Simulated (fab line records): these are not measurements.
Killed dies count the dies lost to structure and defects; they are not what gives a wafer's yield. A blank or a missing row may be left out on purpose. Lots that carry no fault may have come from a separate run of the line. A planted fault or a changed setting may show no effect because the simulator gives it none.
A single fault, viewed from 2 desks ; flow rit_cmos ; only its own numbers are on each desk; what lay behind them is given at the end

## AT THE METROLOGY DESK
Lot by lot, what the gauges showed, no matter which tool ran the lot: averages of those sampled wafers that carry a number. If a lot's mean is further than 4 standard deviations from the usual mean, the lot is out of limits and carries the mark OUT (the distance appears in the brackets).
Columns: A = NSD_TW at RIT_NSD_TW_MEAS_10, usual 3135; B = NSD_RS at RIT_SDANNEAL_RS_MEAS_05, usual 84.40 ohm/sq
lot;first seen here;A;B
L246;day 3 16:12;3175;84.77
L248;day 3 21:53;3097;83.89
L247;day 3 22:15;3163;84.79
L249;day 4 03:52;3155;84.42
L250;day 4 07:14;3146;84.31
L251;day 4 14:41;3158;84.37
L252;day 4 16:55;3166;84.38
L254;day 4 20:08;3146;84.80
L257;day 5 13:05;1659 (-43) OUT;484.01 (+99 or more) OUT
L258;day 5 15:43;3077;84.48
L260;day 5 23:20;1649 (-44) OUT;492.85 (+99 or more) OUT
L266;day 7 07:09;3111;84.27
L267;day 7 13:43;3075;84.52
L268;day 7 19:03;3167;84.22
Per this desk, out of limits: L257, L260; the first was L257, day 5 13:05 (NSD_TW at RIT_NSD_TW_MEAS_10). Within limits: L246, L248, L247, L249, L250, L251, L252, L254, L258, L266, L267, L268.

## TOOL OWNER'S DESK, implanter-03
The tool's own readings at RIT_NSD_IMPLANT_08: means of the sampled wafers that have a number, for each lot that ran on this tool. If a lot's mean is further than 4 standard deviations from the usual mean, the lot is out of limits and carries the mark OUT (the distance appears in the brackets).
Columns: A = dose_ions_cm2 at RIT_NSD_IMPLANT_08, usual 1e+15; B = end_station_pressure_torr at RIT_NSD_IMPLANT_08, usual 7.5e-06 Torr; C = faraday_current_uA at RIT_NSD_IMPLANT_08, usual 3123
lot;first seen here;A;B;C
L247;day 3 21:56;1e+15;7.5e-06;3157
L249;day 4 03:32;1e+15;7.2e-06;3178
L250;day 4 06:55;1e+15;7.7e-06;3104
L254;day 4 19:49;1e+15;7.6e-06;3105
L257;day 5 12:46;1e+14 (-99 or more) OUT;5.3e-06 (-5.9) OUT;311 (-44) OUT
L260;day 5 23:01;1e+14 (-99 or more) OUT;5.4e-06 (-5.4) OUT;322 (-44) OUT
Finding of this desk: L257, L260 out of limits; the first was L257 at day 5 12:46, on dose_ions_cm2 at RIT_NSD_IMPLANT_08. Within limits: L247, L249, L250, L254.

## TAKEN TOGETHER
At day 5 12:46, on L257, L260, the tool owner's desk was in a position to raise an alarm.
Metrology desk: alarm possible at day 5 13:05 on L257, L260.
Of the lots named, all ran RIT_NSD_IMPLANT_08 on implanter-03.

## WHAT THE SIMULATOR HAD INSERTED
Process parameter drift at RIT_NSD_IMPLANT_08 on implanter-03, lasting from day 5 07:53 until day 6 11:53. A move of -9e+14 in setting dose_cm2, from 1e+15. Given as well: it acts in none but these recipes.
Struck lots among those shown: L257, L260.
Hours from the fault's start to each desk's first reading out of limits: the tool owner's desk, 5; the metrology desk, 5.
